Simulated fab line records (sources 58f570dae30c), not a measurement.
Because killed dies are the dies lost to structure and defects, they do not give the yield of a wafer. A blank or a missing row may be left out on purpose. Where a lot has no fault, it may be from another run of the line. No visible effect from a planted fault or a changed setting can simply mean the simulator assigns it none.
A lot that was struck, set against a sound lot	flow berkeley cmos170	14 out of 331 route steps
Sound: the wafers L845.1, L845.3, L845.6. Struck: wafers L856.2, L856.4, L856.5. At the end, the cause is stated.
Order at every step that has rows: each side's tool, ch and its chambers, its first start. Under that, the readings that differ: sound wafers	struck wafers	difference of the means	sigmas: that difference in standard deviations of wafers without a fault.
alike: readings whose means differ by less than 2 such deviations, and words and numbers that are the same on both sides. not compared: withheld readings, readings that some wafer has no value for, bounds like >300 that may hide the same value, and numbers for which the record gives no deviation and whose values overlap.
A row with sigmas, a row that says differs or no value, or rows on one side alone: a step with any of these is where the two part. When numbers do not overlap yet have no deviation, they are printed without sigmas and do not part them. A reading missing from all wafers of one side parts the sides only when that side holds two or more wafers.

first, 1 step without rows for these wafers: UCB170_CONTACT_CVD_01 (deposits PSG from SiH4/O2/PH3, target thk 700 nm, time 2820 s).
UCB170_CONTACT_THK_MEAS_02:
  sound on film metro-02, day 8 16:47; struck on film metro-03, day 11 01:24
  alike: CONTACT_PSG_THK
then, 3 steps without rows for these wafers: UCB170_CONTACT_HMDS_03 (prime time 60 s); UCB170_CONTACT_COAT_04 (resist thk 900 nm); UCB170_CONTACT_SOFTBAKE_05 (time 60 s).
UCB170_CONTACT_STRIP_06: strips in O2.
  sound on plasma asher-02 ch 1, day 8 17:38; struck on plasma asher-03 ch 1, day 11 01:54
  alike: chamber pressure mTorr, drypump motor current A, oes product au, strip time to endpoint s
  not compared: rf hours counter h
then, 1 step without rows for these wafers: UCB170_CONTACT_CLEAN_07 (cleans in SPM, time 600 s).
UCB170_CONTACT_RTA_08: time 10 s.
  sound on rtp anneal-01 ch 0, day 8 17:56; struck on rtp anneal-01 ch 0, day 11 02:11
  alike: lamp power pct, wafer_temp_C_max
then, 4 steps without rows for these wafers: UCB170_CONTACT_COAT_09; UCB170_CONTACT_COAT_10 (resist thk 900 nm); UCB170_CONTACT_SOFTBAKE_11 (time 60 s); UCB170_CONTACT_EXPOSE_12 (exposes mask CONT, target cd 700 nm).
UCB170_CONTACT_PEB_13:
  sound on litho track-01 ch 0, day 8 18:41; struck on litho track-02, day 11 02:50
  no value came back on the struck wafers for chill plate temp C (C), exhaust pa (Pa), resist line temp C (C); on the sound wafers chill plate temp C (C) reads 22.90 23.04 22.94
then, 1 step without rows for these wafers: UCB170_CONTACT_DEVELOP_14 (develop time 45 s).

WHERE THEY PART
At UCB170_CONTACT_PEB_13 and nowhere else, as far as this record goes.

WHY: whatever the simulator had introduced
Skipped step whole: litho track-02, from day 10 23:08 on, at UCB170_CONTACT_PEB_13. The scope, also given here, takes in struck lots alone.
